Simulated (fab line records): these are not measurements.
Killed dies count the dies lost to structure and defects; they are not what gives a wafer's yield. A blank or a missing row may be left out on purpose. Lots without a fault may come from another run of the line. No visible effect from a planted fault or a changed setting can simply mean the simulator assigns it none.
Which of the tools did it? + flow berkeley-cmos170 + 12 lots with 36 wafers sampled at 2 steps, on a route of 331 steps

## WHAT THE GAUGES SHOWED, per wafer
UCB170_PVT_OVL_MEAS_06.
| lot  | measured     | on         | PVT_OVL (nm) |
|------|--------------|------------|--------------|
| L075 | day 6 20:09  | overlay-01 | -4 -3 -12    |
| L077 | day 7 11:53  | overlay-02 | 11 15 5      |
| L079 | day 7 21:46  | overlay-02 | -6 -2 -4     |
| L081 | day 8 06:52  | overlay-02 | -1 4 -5      |
| L083 | day 8 11:19  | overlay-01 | -9 -5 -12    |
| L085 | day 8 20:19  | overlay-01 | -1 7 -3      |
| L087 | day 9 07:55  | overlay-01 | -7 0 -2      |
| L088 | day 9 08:19  | overlay-02 | 3 6 7        |
| L091 | day 10 08:08 | overlay-01 | 3 -7 4       |
| L093 | day 10 13:49 | overlay-01 | -1 0 0       |
| L095 | day 11 14:04 | overlay-02 | -6 3 2       |
| L097 | day 11 14:13 | overlay-02 | 1 1 -2       |

## WHAT TOOL EACH LOT RAN ON (gives the tool, then ch and the chambers of the sampled wafers, and finally the start)
| lot  | UCB170_NWELL_ETCH_13              |
|------|-----------------------------------|
| L075 | rie-diel-04 ch 2,3, day 2 20:50   |
| L077 | rie-diel-02 ch 1,2, day 3 04:58   |
| L079 | rie-diel-01 ch 1,2,3, day 3 17:48 |
| L081 | rie-diel-01 ch 2,3, day 4 06:47   |
| L083 | rie-diel-02 ch 0,2, day 4 12:23   |
| L085 | rie-diel-02 ch 0,1,3, day 4 21:53 |
| L087 | rie-diel-02 ch 0,2,3, day 5 02:15 |
| L088 | rie-diel-01 ch 1,2,3, day 5 12:46 |
| L091 | rie-diel-01 ch 0,1,3, day 6 02:15 |
| L093 | rie-diel-02 ch 0,1,3, day 6 15:14 |
| L095 | rie-diel-01 ch 0,2, day 7 06:14   |
| L097 | rie-diel-04 ch 0,1,3, day 7 06:24 |
- UCB170_NWELL_ETCH_13: etches Si3N4 in CH3F/Ar/O2, stops on SiO2, target depth 246.4 nm, time 154 s.

## THE ANSWER, worked out from the rows above alone
Rule: the lots themselves supply what counts as usual. Put in order of their means at a reading, lots are off if they are a third of the lots or fewer, leave a main group of 4 or more, and stand apart from it by a gap of 3 or more times the standard deviation of the main group's means; of several such gaps the widest counts. Not used: any main group whose means are identical at the precision the tables above print for the reading. Also off: a lot with no number at a reading for which 4 or more lots have one. The other lots that the step has rows for count as sound.
None of the lots is off at any reading shown; this tells nothing.

## WHAT THE SIMULATOR HAD PUT IN
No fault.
